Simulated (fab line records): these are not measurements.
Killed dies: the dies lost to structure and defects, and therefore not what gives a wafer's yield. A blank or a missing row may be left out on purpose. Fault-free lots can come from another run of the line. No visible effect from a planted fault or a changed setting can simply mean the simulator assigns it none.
8D (eight disciplines) problem report, filled in by code    flow berkeley-cmos170    the parts of the form that need people (team, actions taken, sign-off) are left out

## 1. WHAT IS WRONG
Wafers without a fault read 0.557 a.u., standard deviation 0.024; oes-product-au at UCB170_M3_STRIP_19 reads a mean of 0.713 a.u. on 6 wafers belonging to 2 lots. That puts it +6.5 standard deviations away from the usual mean.
The step: strips in O2.
Seen first at day 10 19:37 on plasma-asher-02, wafer L898.2. The record has a number at this step for 39 wafers belonging to 13 lots. Rule for "out", or "out of limits": more than 4 standard deviations from the usual mean. Any other wafer with a number is counted as sound.

## 2. WHAT IT IS, WHAT IT ISN'T
question                     is                                is not
which readings at this step  oes-product-au                    drypump-motor-current-A
which lots                   L898, L901                        L890, L891, L892, L893, L897, L903, L906, L907, L908, L909, L911
which wafers of those lots   all that have a number            -
read on which tools          plasma-asher-01, plasma-asher-02  plasma-asher-04
when                         from day 10 19:37                 up to then (15 sound wafers); but 18 sound wafers of L903, L906, L907, L908, L909, L911 came after

## 3. SUSPECTS, AND WHAT RULES EACH OUT
Counting: any tool at a process step up to the reading is kept as a suspect provided that every lot that is out went through it and no sound lot did after the first of them.
- rie-metal-01 at UCB170_M3_METAL_ETCH_18 (etches Al in Cl2/BCl3, stops on SiO2, target depth 1170 nm, time 195 s): kept. It processed each lot that is out, first L898 at day 10 19:25, and no sound lot thereafter; up to then, the last sound lot it processed was L892 at day 9 07:59.
The count leaves rie-metal-01 at UCB170_M3_METAL_ETCH_18.

## 4. THE CAUSE (what the simulator had put in)
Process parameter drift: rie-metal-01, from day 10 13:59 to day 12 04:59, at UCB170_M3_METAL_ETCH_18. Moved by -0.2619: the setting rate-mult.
Counting left only this tool.

## 5. SEQUENCE OF EFFECTS, ordered by route
Each row: a reading where the mean over the struck wafers with a number is more than 3 standard deviations away from the usual. Only readings whose record carries a usual standard deviation are examined. hours: median over the lots of the time between each lot's start at the first step of this table that gives one and its start at this step. sigmas: the change, counted in usual standard deviations.
hours  step                reading         usual       on struck wafers  change  sigmas
0      UCB170_M3_STRIP_19  oes-product-au  0.557 a.u.  0.713             +0.156  +6.5
Process steps it contains:
- UCB170_M3_STRIP_19: strips in O2.

## 6. HOW IT WOULD HAVE BEEN CAUGHT EARLIER
In this record no reading fell out of limits until day 10 19:37, 6 hours after the fault had begun at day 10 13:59.
Of the tool readings at UCB170_M3_METAL_ETCH_18 for which the record gives a usual standard deviation, none was out on any struck wafer, so an alarm limit of 4 standard deviations on them would not have fired.
Among the 2 lots that are out, L901 began UCB170_M3_METAL_ETCH_18 on rie-metal-01 after day 10 19:37. A hold on the tool at that time would have spared it.
